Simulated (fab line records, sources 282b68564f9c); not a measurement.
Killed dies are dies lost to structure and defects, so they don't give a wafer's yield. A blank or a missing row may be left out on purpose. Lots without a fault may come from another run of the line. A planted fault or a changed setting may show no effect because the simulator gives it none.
A struck lot beside a sound one | flow rit_cmos | 15 steps out of a route of 202
Sound: wafers L900.2, L900.3, L900.4. Struck: wafers L905.1, L905.2, L905.3. The cause comes at the end.
At each step with rows: each side's tool, then ch and its chambers, then its first start. Under that, the readings that differ: sound wafers | struck wafers | difference of the means | sigmas: that difference in standard deviations of wafers without a fault.
alike: readings whose means differ by less than 2 such deviations, and words and numbers that are the same on both sides. not compared: withheld readings, readings that some wafer has no value for, bounds like >300 that may hide the same value, and numbers for which the record gives no deviation and whose values overlap.
The two part at a step that has a row with sigmas, a row that says differs or no value, or rows on one side only. Numbers that don't overlap but have no deviation are shown without sigmas and don't part them. A reading that every wafer of one side lacks parts them only if that side has two wafers or more.

first, 3 steps without rows for these wafers: RIT_PRETRO_EXPOSE_03 (exposes mask M5, target cd 43700 nm); RIT_PRETRO_PEB_04; RIT_PRETRO_DEVELOP_05 (develop time 64.65 s).
RIT_PRETRO_OVL_MEAS_06:
  sound on overlay-01, day 4 00:55; struck on overlay-02, day 5 00:58
  alike: PRETRO_OVL
then, 2 steps without rows for these wafers: RIT_PRETRO_HARDBAKE_07 (time 120 s); RIT_PRETRO_IMPLANT_08.
RIT_PRETRO_STRIP_09: strips in O2, time 180 s.
  sound on plasma_asher-04 ch 0,1, day 4 01:20; struck on plasma_asher-01 ch 0,1, day 5 01:33
  alike: drypump_motor_current_A
  not compared: rf_hours_counter_h
RIT_PRETRO_TW_MEAS_10:
  sound on film_metro-01, day 4 01:31; struck on film_metro-02, day 5 01:44
  alike: PRETRO_TW
then, 4 steps without rows for these wafers: RIT_GATE_WET_ETCH_00 (etches SiO2 in BOE, target depth 56 nm, time 60 s); RIT_GATE_CLEAN_01 (cleans in SC1, time 600 s); RIT_GATE_CLEAN_02 (cleans in dHF, time 30 s); RIT_GATE_CLEAN_03 (cleans in SC2, time 600 s).
RIT_GATE_CLEAN_04: cleans in dHF, time 60 s.
  sound on wet_bench-01 ch 3, day 4 01:58; struck on wet_bench-03 ch 0, day 5 02:11
  reading          | sound          | struck            | difference | sigmas
  run_length_s (s) | 93.1 93.1 93.1 | 144.5 144.5 144.5 | +51.4      | +18
RIT_FOX2_THK_MEAS_91:
  sound on film_metro-03, day 4 02:00; struck on film_metro-03, day 5 02:12
  reading                     | sound       | struck      | difference | sigmas
  FIELD_OXIDE_LEFT_2_THK (nm) | 266 267 267 | 251 254 248 | -16        | -2
RIT_M1_PROBE_99:
  sound on prober-02, day 5 03:24; struck on prober-01, day 6 03:21
  reading                             | sound             | struck            | difference | sigmas
  model.etest.pldd.width_nm (nm)      | 3133 3118 3154    | 3191 3209 3187    | +61        |
  model.etest.nldd.width_nm (nm)      | 3136 3138 3126    | 3221 3193 3189    | +68        |
  model.etest.pplus_sal.width_nm (nm) | 3439 3398 3427    | 3463 3472 3487    | +53        |
  model.etest.nmos_narrow.drive_ua_um | 220.4 214.1 210.4 | 236.5 231.4 235.7 | +19.6      |
  model.etest.pmos_narrow.drive_ua_um | 97.8 97.8 94.8    | 106.3 103.9 107.4 | +9.1       |
  alike: killed_at_contacts, killed_at_front_end, killed_dies, killed_on_rim, killed_open, killed_short
  not compared: model.etest.nplus_sal.width_nm

WHERE THEY PART
First at RIT_GATE_CLEAN_04; last, within this record, at RIT_FOX2_THK_MEAS_91. Later steps at which nothing parts them and some readings are alike: RIT_M1_PROBE_99.

WHY: what the simulator had put in
Process parameter drift: wet_bench-03, from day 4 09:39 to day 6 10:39, at RIT_GATE_CLEAN_04. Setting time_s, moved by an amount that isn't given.
